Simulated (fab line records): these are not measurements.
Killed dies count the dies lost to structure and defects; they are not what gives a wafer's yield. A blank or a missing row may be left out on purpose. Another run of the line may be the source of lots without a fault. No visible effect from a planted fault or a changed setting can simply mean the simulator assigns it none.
fab line records	flow rit_cmos
[record] lots = 6	wafers = 18	last_day = 6
route steps=202 shown PLDD@159 NLDD@160 SILICIDE@161 CONTACT@168 M1@202
lots that met no fault: taken from a fault-free run of the same line
start_h: hours from the record's opening day to when the first of the lot's shown wafers began	wait_h: hours elapsed since this lot's preceding step	" the same as in the row above	L1.1+2: a row that stands for several wafers	- no value, or no start given	* or withheld: withheld	< > ~ a bound
route shown NAME@n: names a module that has steps shown in the file, with the first one's number in the route	usual: mean and standard deviation over wafers with no fault	same: alike in all rows	chamber/n: place in a boat	sites: each site's reading	_std_site: the values' standard deviation	_edge_site: outer sites' mean less inner sites'	radius_mm: for every site, how far away it sits from the centre of the wafer	mask NAME#n: copy n	behind: the most recent tool/chamber to have shaped the wafer	hold: why the lot was held/for how many hours/how that ended	device: the n, p or np transistor that did not switch	end of line: tests run on the same wafers once the route is complete	for a step that has no rows: nothing shown but its recipe	killed: count of dies lost to structure and defects at first sort (not the wafer's yield)	map: a wafer's dies, x killed, . not, _ none there
set.NAME: the setting as run; set.NAME@STEP: as run at that earlier step	model.NAME: the simulator's own value behind a step, which no gauge read
lots at selected steps of the route; one table per step, one row per wafer
services: a tool's chamber out of use, with start hour (start_h, from the record's first day; less than 0 if before it), hours out, and reason
[[steps]]
[step RIT_SDANNEAL_RS_MEAS_06]
[recipe] thk_meas_gauge = four-point-probe
[usual] PLDD_RS = 178.6/0.45
lot.wafer	tool	chamber	start_h	wait_h	PLDD_RS[ohm/sq]
L771.3	film_metro-04	-	60.58	0.1	178.6
L771.5	"	-	"	"	178.7
L771.6	"	-	"	"	178.9
L774.3	film_metro-02	-	73.94	0.1	178.3
L774.4	"	-	"	"	178.5
L774.5	"	-	"	"	178.5
L776.2	film_metro-02	-	81.52	0.1	178.4
L776.4	"	-	"	"	178.6
L776.5	"	-	"	"	178.5
L787.2	film_metro-02	-	139.35	0.1	178.8
L787.3	"	-	"	"	179.0
L787.5	"	-	"	"	179.3
L788.2	film_metro-03	-	143.48	0.1	178.4
L788.3	"	-	"	"	179.0
L788.6	"	-	"	"	178.9
L789.1	film_metro-03	-	147.39	0.1	178.7
L789.2	"	-	"	"	178.3
L789.6	"	-	"	"	178.7
[step RIT_SDANNEAL_RS_MEAS_07]
[recipe] thk_meas_gauge = four-point-probe
[usual] NLDD_RS = 151.5/0.45
lot.wafer	tool	chamber	start_h	wait_h	NLDD_RS[ohm/sq]
L771.3	film_metro-04	-	60.70	0.1	152.1
L771.5	"	-	"	"	151.5
L771.6	"	-	"	"	151.7
L774.3	film_metro-02	-	74.06	0.1	151.7
L774.4	"	-	"	"	151.4
L774.5	"	-	"	"	151.2
L776.2	film_metro-02	-	81.64	0.1	151.2
L776.4	"	-	"	"	151.2
L776.5	"	-	"	"	150.8
L787.2	film_metro-02	-	139.47	0.1	151.9
L787.3	"	-	"	"	152.2
L787.5	"	-	"	"	152.4
L788.2	film_metro-03	-	143.60	0.1	151.6
L788.3	"	-	"	"	151.0
L788.6	"	-	"	"	151.2
L789.1	film_metro-03	-	147.51	0.1	152.3
L789.2	"	-	"	"	151.8
L789.6	"	-	"	"	152.0
[step RIT_SILICIDE_WET_ETCH_00]
[recipe] chemistry = BOE	target = SiO2	target_depth_nm = 14	time_s = 15	dry = n2_spin	dilution = 10:1	temp_c = 21.5
[step RIT_SILICIDE_SPUTTER_01]
[recipe] material = Ti	target_thk_nm = 30	power_w = 350	chamber_pressure_pa = 0.667	gas = Ar	time_s = 240	substrate_temp_c = 25
[usual] throttle_valve_pct = 30.5/0.99
lot.wafer	tool	chamber	start_h	wait_h	throttle_valve_pct
L771.3	pvd_sputter-03	-	60.80	0.0	32.8
L771.5	"	-	"	"	29.6
L771.6	"	-	"	"	32.6
L774.3	pvd_sputter-02	-	74.15	0.0	30.5
L774.4	"	-	"	"	30.5
L774.5	"	-	"	"	31.1
L776.2	pvd_sputter-02	-	81.76	0.0	31.1
L776.4	"	-	"	"	30.5
L776.5	"	-	"	"	30.8
L787.2	pvd_sputter-03	-	139.59	0.0	29.7
L787.3	"	-	"	"	29.6
L787.5	"	-	"	"	29.6
L788.2	pvd_sputter-02	-	143.71	0.0	30.4
L788.3	"	-	"	"	30.4
L788.6	"	-	"	"	30.5
L789.1	pvd_sputter-03	-	147.64	0.0	29.4
L789.2	"	-	"	"	32.7
L789.6	"	-	"	"	29.5
[step RIT_SILICIDE_RS_MEAS_02]
[recipe] thk_meas_gauge = four-point-probe	reads = Ti_of_SILICIDE_SPUTTER_01
[usual] SILICIDE_TI_RS = 47.6/0.53
lot.wafer	tool	chamber	start_h	wait_h	SILICIDE_TI_RS[ohm/sq]
L771.3	film_metro-01	-	60.99	0.1	47.4
L771.5	"	-	"	"	47.2
L771.6	"	-	"	"	47.7
L774.3	film_metro-04	-	74.34	0.1	47.6
L774.4	"	-	"	"	47.7
L774.5	"	-	"	"	47.4
L776.2	film_metro-04	-	81.93	0.1	48.1
L776.4	"	-	"	"	48.1
L776.5	"	-	"	"	47.7
L787.2	film_metro-01	-	139.76	0.1	46.9
L787.3	"	-	"	"	46.2
L787.5	"	-	"	"	46.7
L788.2	film_metro-02	-	143.88	0.1	48.0
L788.3	"	-	"	"	47.8
L788.6	"	-	"	"	47.6
L789.1	film_metro-02	-	147.79	0.1	47.2
L789.2	"	-	"	"	47.6
L789.6	"	-	"	"	46.9
[step RIT_SILICIDE_THK_MEAS_03]
[recipe] thk_meas_gauge = xrf	reads = Ti_of_SILICIDE_SPUTTER_01
[usual] SILICIDE_TI_THK = 30.6/0.32
lot.wafer	tool	chamber	start_h	wait_h	SILICIDE_TI_THK[nm]
L771.3	film_metro-01	-	61.09	0.1	30.6
L771.5	"	-	"	"	30.6
L771.6	"	-	"	"	30.5
L774.3	film_metro-04	-	74.44	0.1	30.6
L774.4	"	-	"	"	30.7
L774.5	"	-	"	"	30.7
L776.2	film_metro-04	-	82.04	0.1	30.3
L776.4	"	-	"	"	30.3
L776.5	"	-	"	"	30.5
L787.2	film_metro-01	-	139.87	0.1	30.9
L787.3	"	-	"	"	31.3
L787.5	"	-	"	"	31.0
L788.2	film_metro-02	-	143.99	0.1	30.4
L788.3	"	-	"	"	30.7
L788.6	"	-	"	"	30.6
L789.1	film_metro-02	-	147.91	0.1	31.0
L789.2	"	-	"	"	30.5
L789.6	"	-	"	"	31.1
[step RIT_SILICIDE_RTA_04]
[recipe] temp_c = 650	time_s = 10	idle_temp_c = 25	ramp_up_s = 5	ramp_down_s = 5	cool_to_c = 25	ambient = N2
[usual] wafer_temp_C_max = 652.3/0.64
lot.wafer	tool	chamber	start_h	wait_h	wafer_temp_C_max
L771.3	rtp_anneal-01	0	61.15	0.1	651.6
L771.5	"	0	"	"	651.3
L771.6	"	0	"	"	651.6
L774.3	rtp_anneal-02	0	74.51	0.1	653.3
L774.4	"	0	"	"	653.2
L774.5	"	0	"	"	652.7
L776.2	rtp_anneal-02	0	82.10	0.1	652.2
L776.4	"	0	"	"	653.9
L776.5	"	0	"	"	652.4
L787.2	rtp_anneal-01	0	139.93	0.1	651.6
L787.3	"	0	"	"	652.2
L787.5	"	0	"	"	651.8
L788.2	rtp_anneal-02	0	144.05	0.1	653.3
L788.3	"	0	"	"	652.9
L788.6	"	0	"	"	652.6
L789.1	rtp_anneal-01	0	147.97	0.1	651.1
L789.2	"	0	"	"	652.5
L789.6	"	0	"	"	651.4
[step RIT_SILICIDE_WET_ETCH_05]
[recipe] chemistry = SPM	target = Ti	temp_c = 90	time_s = 120	dry = n2_spin
[step RIT_SILICIDE_RTA_06]
[recipe] temp_c = 750	time_s = 10	idle_temp_c = 25	ramp_up_s = 5	ramp_down_s = 10	cool_to_c = 25	ambient = N2
[usual] wafer_temp_C_max = 752.9/0.86
lot.wafer	tool	chamber	start_h	wait_h	wafer_temp_C_max
L771.3	rtp_anneal-02	0	61.26	0.0	754.1
L771.5	"	0	"	"	753.4
L771.6	"	0	"	"	753.2
L774.3	rtp_anneal-01	0	74.61	0.0	752.0
L774.4	"	0	"	"	752.0
L774.5	"	0	"	"	752.2
L776.2	rtp_anneal-01	0	82.21	0.0	752.0
L776.4	"	0	"	"	751.9
L776.5	"	0	"	"	753.2
L787.2	rtp_anneal-02	0	140.04	0.0	752.9
L787.3	"	0	"	"	753.1
L787.5	"	0	"	"	752.1
L788.2	rtp_anneal-01	0	144.16	0.0	753.2
L788.3	"	0	"	"	752.1
L788.6	"	0	"	"	753.1
L789.1	rtp_anneal-02	0	148.08	0.0	754.9
L789.2	"	0	"	"	753.3
L789.6	"	0	"	"	752.6
[step RIT_CONTACT_CVD_00]
[recipe] material = SiO2	target_thk_nm = 400	precursor = TEOS	temp_c = 390	time_s = 61	rf_w = 412.9
[usual] heater_power_w = 318/65
lot.wafer	tool	chamber	start_h	wait_h	heater_power_w	since_wet_clean_h
L771.3	pecvd-03	0	61.31	0.0	268	212
L771.5	"	2	"	"	433	-
L771.6	"	0	"	"	273	-
L774.3	pecvd-03	2	74.66	0.0	433	225
L774.4	"	0	"	"	276	-
L774.5	"	1	"	"	310	-
L776.2	pecvd-02	0	82.27	0.0	275	638
L776.4	"	1	"	"	267	-
L776.5	"	0	"	"	279	-
L787.2	pecvd-01	2	140.10	0.0	328	1086
L787.3	"	1	"	"	291	1086
L787.5	"	2	"	"	330	-
L788.2	pecvd-02	2	144.22	0.0	385	699
L788.3	"	1	"	"	321	699
L788.6	"	1	"	"	234	-
L789.1	pecvd-03	1	148.15	0.1	316	299
L789.2	"	0	"	"	276	299
L789.6	"	1	"	"	334	-
[step RIT_CONTACT_THK_MEAS_01]
[recipe] reads = SiO2_of_CONTACT_CVD_00
[usual] CONTACT_TEOS_THK = 404/4.7
lot.wafer	tool	chamber	start_h	wait_h	CONTACT_TEOS_THK[nm]
L771.3	film_metro-04	-	61.38	0.0	406
L771.5	"	-	"	"	415
L771.6	"	-	"	"	411
L774.3	film_metro-01	-	74.73	0.0	403
L774.4	"	-	"	"	410
L774.5	"	-	"	"	407
L776.2	film_metro-01	-	82.33	0.0	396
L776.4	"	-	"	"	406
L776.5	"	-	"	"	404
L787.2	film_metro-01	-	140.16	0.0	402
L787.3	"	-	"	"	399
L787.5	"	-	"	"	409
L788.2	film_metro-04	-	144.28	0.0	400
L788.3	"	-	"	"	398
L788.6	"	-	"	"	409
L789.1	film_metro-03	-	148.20	0.0	395
L789.2	"	-	"	"	398
L789.6	"	-	"	"	402
[step RIT_CONTACT_HMDS_02]
[recipe] prime_time_s = 60	prime_temp_c = 140
[step RIT_CONTACT_COAT_03]
[recipe] resist = NOVOLAK	spin_rpm = 3250	resist_thk_nm = 1000
[usual] chill_plate_temp_C = 23.02/0.1	dispense_pressure_kPa = 49.4/1.3
lot.wafer	tool	chamber	start_h	wait_h	chill_plate_temp_C	dispense_pressure_kPa
L771.3	litho_track-02	0	61.62	0.1	23.10	51.2
L771.5	"	0	"	"	23.02	51.1
L771.6	"	0	"	"	23.10	51.2
L774.3	litho_track-03	0	74.97	0.1	23.09	49.7
L774.4	"	0	"	"	23.21	49.7
L774.5	"	0	"	"	23.12	49.7
L776.2	litho_track-01	0	82.55	0.1	23.00	47.9
L776.4	"	0	"	"	23.13	47.9
L776.5	"	0	"	"	23.05	48.0
L787.2	litho_track-03	-	140.47	0.1	-	-
L787.3	"	-	"	"	-	-
L787.5	"	-	"	"	-	-
L788.2	litho_track-01	-	144.50	0.1	-	-
L788.3	"	-	"	"	-	-
L788.6	"	-	"	"	-	-
L789.1	litho_track-02	0	148.41	0.1	22.95	51.2
L789.2	"	0	"	"	22.94	51.3
L789.6	"	0	"	"	22.99	51.2
[step RIT_CONTACT_SOFTBAKE_04]
[recipe] resist = NOVOLAK	temp_c = 90	time_s = 60
[step RIT_CONTACT_EXPOSE_05]
[recipe] mask_id = M11	na = 0.6	source_shape = conventional	sigma_outer = 0.5	target_cd_nm = 1000	dose_mj = 250
[step RIT_CONTACT_PEB_06]
[recipe] resist = NOVOLAK	temp_c = withheld	time_s = withheld
[step RIT_CONTACT_DEVELOP_07]
[recipe] resist = NOVOLAK	develop_time_s = 120	dev_temp_c = 23
[step RIT_CONTACT_CD_MEAS_08]
[recipe] target_cd_nm = 1000
[usual] cd_nm = 1000.1/2.3
lot.wafer	tool	chamber	start_h	wait_h	cd_nm
L771.3	cd_sem-01	-	62.42	-	1000.0
L771.5	"	-	"	"	1000.5
L771.6	"	-	"	"	999.5
L774.3	cd_sem-02	-	75.78	-	999.4
L774.4	"	-	"	"	997.0
L774.5	"	-	"	"	998.1
L776.2	cd_sem-02	-	83.49	-	1000.7
L776.4	"	-	"	"	998.6
L776.5	"	-	"	"	1000.5
L787.2	cd_sem-01	-	141.41	-	-
L787.3	"	-	"	"	-
L787.5	"	-	"	"	-
L788.2	cd_sem-02	-	145.47	-	-
L788.3	"	-	"	"	-
L788.6	"	-	"	"	-
L789.1	cd_sem-01	-	149.35	-	1000.7
L789.2	"	-	"	"	1002.6
L789.6	"	-	"	"	1003.2
[step RIT_CONTACT_OVL_MEAS_09]
[usual] CONTACT_OVL = 0.7/1.3
lot.wafer	tool	chamber	start_h	wait_h	CONTACT_OVL[nm]
L771.3	overlay-02	-	62.52	0.1	2.1
L771.5	"	-	"	"	0.7
L771.6	"	-	"	"	0.5
L774.3	overlay-02	-	75.87	0.1	0.7
L774.4	"	-	"	"	0.1
L774.5	"	-	"	"	-0.1
L776.2	overlay-02	-	83.59	0.1	1.0
L776.4	"	-	"	"	2.9
L776.5	"	-	"	"	-0.4
L787.2	overlay-01	-	141.51	0.1	-
L787.3	"	-	"	"	-
L787.5	"	-	"	"	-
L788.2	overlay-02	-	145.57	0.1	-
L788.3	"	-	"	"	-
L788.6	"	-	"	"	-
L789.1	overlay-02	-	149.47	0.1	0.4
L789.2	"	-	"	"	0.2
L789.6	"	-	"	"	1.1
[step RIT_M1_PROBE_99]
[usual] killed_at_contacts = 0.1/0.27	killed_at_front_end = 6.7/2.9	killed_dies = 6.7/2.9	killed_on_rim = 1.8/1.4	killed_open = 3.4/1.8	killed_short = 3.3/2.2
[same] gross_dies = 264	killed_at_M0_to_M3 = 0	killed_at_M4_up = 0	killed_at_back_side = 0	killed_at_other = 0
lot.wafer	tool	chamber	start_h	wait_h	hold	killed_at_contacts	killed_at_front_end	killed_dies	killed_on_rim	killed_open	killed_short
L771.3	prober-01	-	67.85	0.2	-	0	3	3	0	2	1
L771.5	prober-01	-	67.95	0.2	-	0	9	9	0	6	3
L771.6	prober-01	-	68.00	0.2	-	0	7	7	4	4	3
L774.3	prober-02	-	81.17	0.2	-	1	5	6	2	4	2
L774.4	prober-02	-	81.22	0.2	-	0	8	8	3	3	5
L774.5	prober-02	-	81.27	0.2	-	0	16	16	8	7	9
L776.2	prober-02	-	89.77	0.1	-	0	12	12	6	4	8
L776.4	prober-02	-	89.87	0.2	-	0	9	9	2	5	4
L776.5	prober-02	-	89.92	0.2	-	0	6	6	2	3	3
L787.2	prober-02	-	150.39	3.5	await_dispo/3.7h/scrap	258	6	264	70	5	1
L787.3	prober-02	-	150.44	3.5	await_dispo/3.7h/scrap	262	2	264	70	1	1
L787.5	prober-02	-	150.54	3.6	await_dispo/3.7h/scrap	258	6	264	70	1	5
L789.1	prober-02	-	154.64	0.1	-	0	5	5	3	4	1
L789.2	prober-02	-	154.69	0.1	-	0	10	10	4	4	6
L789.6	prober-02	-	154.89	0.2	-	0	5	5	1	3	2
L788.2	prober-01	-	155.13	4.2	await_dispo/2.6h/scrap	258	6	264	70	2	4
L788.3	prober-01	-	155.18	4.3	await_dispo/2.6h/scrap	257	7	264	70	2	5
L788.6	prober-01	-	155.33	4.4	await_dispo/2.6h/scrap	252	12	264	70	5	8
// killed by level:class
L771.3 FOX1:geometric_particle:open=1 FOX1:geometric_particle:short=1 GATE:geometric_particle:open=1
L771.5 GATE:geometric_particle:open=4 GATE:geometric_particle:short=2 FOX1:geometric_particle:open=1 REOX:geometric_particle:short=1 REOX:geometric_particle:open=1
L771.6 FOX1:geometric_particle:short=3 GATE:geometric_particle:open=2 FOX1:geometric_particle:open=1 SILICIDE:geometric_particle:open=1
L774.3 SPACER:geometric_particle:open=2 GATE:geometric_particle:open=1 GATE:geometric_particle:short=1 SILICIDE:geometric_particle:open=1 CONTACT:geometric_particle:short=1
L774.4 SILICIDE:geometric_particle:short=3 GATE:geometric_particle:short=1 GATE:geometric_particle:open=1 SPACER:geometric_particle:open=1 SPACER:geometric_particle:short=1 SILICIDE:geometric_particle:open=1
L774.5 GATE:geometric_particle:open=4 GATE:geometric_particle:short=4 SILICIDE:geometric_particle:open=3 SPACER:geometric_particle:short=2 FOX2:geometric_particle:short=1 REOX:geometric_particle:short=1 SILICIDE:geometric_particle:short=1
L776.2 GATE:geometric_particle:short=3 GATE:geometric_particle:open=2 FOX1:geometric_particle:short=1 FOX1:geometric_particle:open=1 FOX2:geometric_particle:short=1 REOX:geometric_particle:open=1 REOX:geometric_particle:short=1 SPACER:geometric_particle:short=1
L776.4 GATE:geometric_particle:open=3 GATE:geometric_particle:short=2 FOX2:geometric_particle:short=1 REOX:geometric_particle:open=1 REOX:geometric_particle:short=1 SILICIDE:geometric_particle:open=1
L776.5 GATE:geometric_particle:open=3 GATE:geometric_particle:short=2 REOX:geometric_particle:short=1
L787.2 CONTACT:area_expose=258 GATE:geometric_particle:open=2 FOX2:geometric_particle:open=1 GATE:geometric_particle:short=1 REOX:geometric_particle:open=1 SILICIDE:geometric_particle:open=1
L787.3 CONTACT:area_expose=262 SILICIDE:geometric_particle:short=1 SILICIDE:geometric_particle:open=1
L787.5 CONTACT:area_expose=258 GATE:geometric_particle:short=3 FOX1:geometric_particle:short=1 GATE:geometric_particle:open=1 SILICIDE:geometric_particle:short=1
L789.1 SPACER:geometric_particle:open=3 GATE:geometric_particle:short=1 REOX:geometric_particle:open=1
L789.2 GATE:geometric_particle:open=4 GATE:geometric_particle:short=3 SPACER:geometric_particle:short=3
L789.6 SILICIDE:geometric_particle:open=2 GATE:geometric_particle:open=1 GATE:geometric_particle:short=1 SPACER:geometric_particle:short=1
L788.2 CONTACT:area_expose=258 GATE:geometric_particle:short=2 REOX:geometric_particle:open=2 ACTIVE:geometric_particle:short=1 FOX1:geometric_particle:short=1
L788.3 CONTACT:area_expose=257 SPACER:geometric_particle:short=2 FOX1:geometric_particle:short=1 GATE:geometric_particle:short=1 GATE:geometric_particle:open=1 REOX:geometric_particle:short=1 REOX:geometric_particle:open=1
L788.6 CONTACT:area_expose=251 REOX:geometric_particle:open=4 GATE:geometric_particle:short=2 SPACER:geometric_particle:short=2 SILICIDE:geometric_particle:short=2 FOX1:geometric_particle:short=1 GATE:geometric_particle:open=1 CONTACT:geometric_particle:short=1
// map L787.2 (x killed, . not)
________xxxxxxx_______
_____xxxxxxxxxxxxx____
____xxxxxxxxxxxxxxx___
___xxxxxxxxxxxxxxxxx__
__xxxxxxxxxxxxxxxxxxx_
__xxxxxxxxxxxxxxxxxxx_
_xxxxxxxxxxxxxxxxxxxxx
_xxxxxxxxxxxxxxxxxxxxx
_xxxxxxxxxxxxxxxxxxxxx
_xxxxxxxxxxxxxxxxxxxxx
__xxxxxxxxxxxxxxxxxxx_
__xxxxxxxxxxxxxxxxxxx_
___xxxxxxxxxxxxxxxxx__
____xxxxxxxxxxxxxxx___
_____xxxxxxxxxxxxx____
________xxxxxxx_______
// map L788.2 (x killed, . not)
________xxxxxxx_______
_____xxxxxxxxxxxxx____
____xxxxxxxxxxxxxxx___
___xxxxxxxxxxxxxxxxx__
__xxxxxxxxxxxxxxxxxxx_
__xxxxxxxxxxxxxxxxxxx_
_xxxxxxxxxxxxxxxxxxxxx
_xxxxxxxxxxxxxxxxxxxxx
_xxxxxxxxxxxxxxxxxxxxx
_xxxxxxxxxxxxxxxxxxxxx
__xxxxxxxxxxxxxxxxxxx_
__xxxxxxxxxxxxxxxxxxx_
___xxxxxxxxxxxxxxxxx__
____xxxxxxxxxxxxxxx___
_____xxxxxxxxxxxxx____
________xxxxxxx_______
[[services]]
tool	chamber	start_h	hours	kind
rtp_anneal-02	-	51.47	4.8	pm
pecvd-02	2	107.85	11.2	repair
pecvd-02	2	121.51	5.9	repair
[[key]]
[first_sign] step = RIT_CONTACT_COAT_03	reading = tool_record	direction = missing
[effect] step = RIT_CONTACT_CD_MEAS_08	reading = cd_nm	direction = missing
[effect] step = RIT_CONTACT_OVL_MEAS_09	reading = CONTACT_OVL	direction = missing
[effect] step = RIT_M1_PROBE_99	reading = killed_at_contacts	direction = up	sigmas = 99+	usual = 0.1	struck = 257.5
[more_kills_born_at] RIT_CONTACT_EXPOSE_05@iline_stepper-01 = 1544
met_at RIT_CONTACT_COAT_03
struck_wafers L787.2,L787.3,L787.5,L788.2,L788.3,L788.6
later_rows_left_out L787.2,L787.3,L787.5,L788.2,L788.3,L788.6
tester_left_out L787,L788
onset_between 82.55 140.47
[fault] kind = skipped_step_whole	tool = litho_track-01,litho_track-03	chamber = -	onset_h = 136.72	steps = RIT_CONTACT_COAT_03	scope = struck_lots_only
// tester_left_out: of these lots the tester's yield and bins aren't shown, on N5 and GAA mostly nor the transistor test; their killed dies are dies lost to structure and defects alone, not to doping, threshold or leakage, so they don't give the yield
// later_rows_left_out: the simulator's readings of these wafers behind a module that went badly wrong aren't trusted and aren't shown, but for the sort
